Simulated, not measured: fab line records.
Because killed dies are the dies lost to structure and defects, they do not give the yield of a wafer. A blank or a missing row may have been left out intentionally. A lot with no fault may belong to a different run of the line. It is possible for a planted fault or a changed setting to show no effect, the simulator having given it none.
A struck lot beside a sound one	flow ritCmos	14 steps out of a route of 202
Sound: the wafers L169.1, L169.2, L169.6. The struck wafers were L179.2, L179.3, L179.5. At the end, the cause is stated.
Order at every step that has rows: each side's tool, ch and its chambers, its first start. Under that, the readings that differ: sound wafers	struck wafers	difference of the means	sigmas: that difference in standard deviations of wafers without a fault.
alike: same words and numbers on both sides, and readings whose means sit less than 2 such deviations apart. not compared: any withheld reading, any reading some wafer has no value for, any bound like >300 that may hide the same value, and any number with overlapping values for which the record gives no deviation.
A row with sigmas, a row that says differs or no value, or rows on one side alone: a step with any of these is where the two part. Numbers that have no deviation but don't overlap get no sigmas and don't part them. A reading that every wafer of one side lacks parts them only if that side has two wafers or more.

first, 4 steps without rows for these wafers: RIT_NLDD_SOFTBAKE_02 (time 60 s); RIT_NLDD_EXPOSE_03 (exposes mask M7, target cd 40700 nm); RIT_NLDD_PEB_04; RIT_NLDD_DEVELOP_05 (develop time 50 s).
RIT_NLDD_OVL_MEAS_06:
  struck on overlay-02, day 4 19:13; sound on overlay-01, day 2 20:18
  alike: NLDD_OVL
then, 2 steps without rows for these wafers: RIT_NLDD_HARDBAKE_07 (time 60 s); RIT_NLDD_IMPLANT_08.
RIT_NLDD_STRIP_09: strips in O2, time 180 s.
  sound on plasmaAsher-03 ch 0,1, day 2 20:38; struck on plasmaAsher-03 ch 0, day 4 19:33
  alike: drypumpMotorCurrentA
  not compared: rfHoursCounterH
RIT_NLDD_TW_MEAS_10:
  struck on filmMetro-03, day 4 19:44; sound on filmMetro-02, day 2 20:49
  alike: NLDD_TW
then, 3 steps without rows for these wafers: RIT_PLDD_HMDS_00 (prime time 60 s); RIT_PLDD_COAT_01 (resist thk 1000 nm); RIT_PLDD_SOFTBAKE_02 (time 60 s).
RIT_PLDD_EXPOSE_03: exposes mask M8, target cd 40900 nm.
  struck on ilineStepper-01, day 4 20:15; sound on ilineStepper-01 ch 0, day 2 21:27
  no value came back on the struck wafers for exposureDoseMJCm2, focusOffsetNm (nm), na; on the sound wafers exposureDoseMJCm2 reads 249.68 250.05 249.97
  alike: mask
after that, 1 step had no rows for these wafers: RIT_PLDD_PEB_04.

WHERE THEY PART
Within this record, at RIT_PLDD_EXPOSE_03 only.

WHY: what the simulator had put in
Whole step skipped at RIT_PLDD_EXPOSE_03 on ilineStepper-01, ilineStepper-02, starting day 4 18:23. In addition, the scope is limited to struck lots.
